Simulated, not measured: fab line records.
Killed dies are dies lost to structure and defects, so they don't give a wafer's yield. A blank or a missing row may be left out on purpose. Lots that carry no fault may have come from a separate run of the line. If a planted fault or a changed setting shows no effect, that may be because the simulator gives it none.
The tool behind it: which one? -- flow berkeley-cmos170 -- 7 lots with 21 wafers sampled at 2 steps, on a route of 331 steps

WHAT THE GAUGES READ, wafer by wafer
UCB170_M1_RS_MEAS_01: uses a four-point probe to measure.
lot,measured,on,M1_AL_RS (ohm/sq)
L283,day 7 00:19,film-metro-04,0.0491 0.0486 0.0489
L286,day 7 02:33,film-metro-04,0.0487 0.0484 0.0491
L289,day 7 15:05,film-metro-04,0.0482 0.0485 0.0484
L290,day 8 02:26,film-metro-01,0.0485 0.0485 0.0483
L300,day 10 04:07,film-metro-01,0.0496 0.0497 0.0494
L302,day 11 01:14,film-metro-04,0.0484 0.0476 0.0480
L306,day 11 23:47,film-metro-01,0.0485 0.0483 0.0484

WHICH TOOL RAN EACH LOT (tool, then ch and the chambers of the sampled wafers, then the start)
lot,UCB170_CONTACT_ETCH_18
L283,"rie-diel-01 ch 0,1,2, day 7 00:19 or earlier"
L286,"rie-diel-04 ch 0,2, day 7 02:33 or earlier"
L289,"rie-diel-01 ch 2,3, day 7 15:05 or earlier"
L290,"rie-diel-01 ch 0,1,2, day 8 02:26 or earlier"
L300,"rie-diel-02 ch 0,1,2, day 10 04:07 or earlier"
L302,"rie-diel-01 ch 0,3, day 11 01:14 or earlier"
L306,"rie-diel-01 ch 0,1, day 11 23:47 or earlier"
- UCB170_CONTACT_ETCH_18: etches PSG in CHF3/CF4/Ar, stops on TiSi2, target depth 840 nm, time 195 s.

THE ANSWER, worked out from the rows above alone
Rule: the usual values come from the lots themselves. Put in order of their means at a reading, lots are off if they are a third of the lots or fewer, leave a main group of 4 or more, and stand apart from it by a gap of 3 or more times the standard deviation of the main group's means; of several such gaps the widest counts. A main group whose means are all the same, to the digits that the tables above print for the reading, isn't used. A lot without any number at a reading at which 4 lots or more have one is off too. The other lots that the step has rows for count as sound.
None of the lots is off at any reading shown; this tells nothing.

WHAT THE SIMULATOR PUT IN
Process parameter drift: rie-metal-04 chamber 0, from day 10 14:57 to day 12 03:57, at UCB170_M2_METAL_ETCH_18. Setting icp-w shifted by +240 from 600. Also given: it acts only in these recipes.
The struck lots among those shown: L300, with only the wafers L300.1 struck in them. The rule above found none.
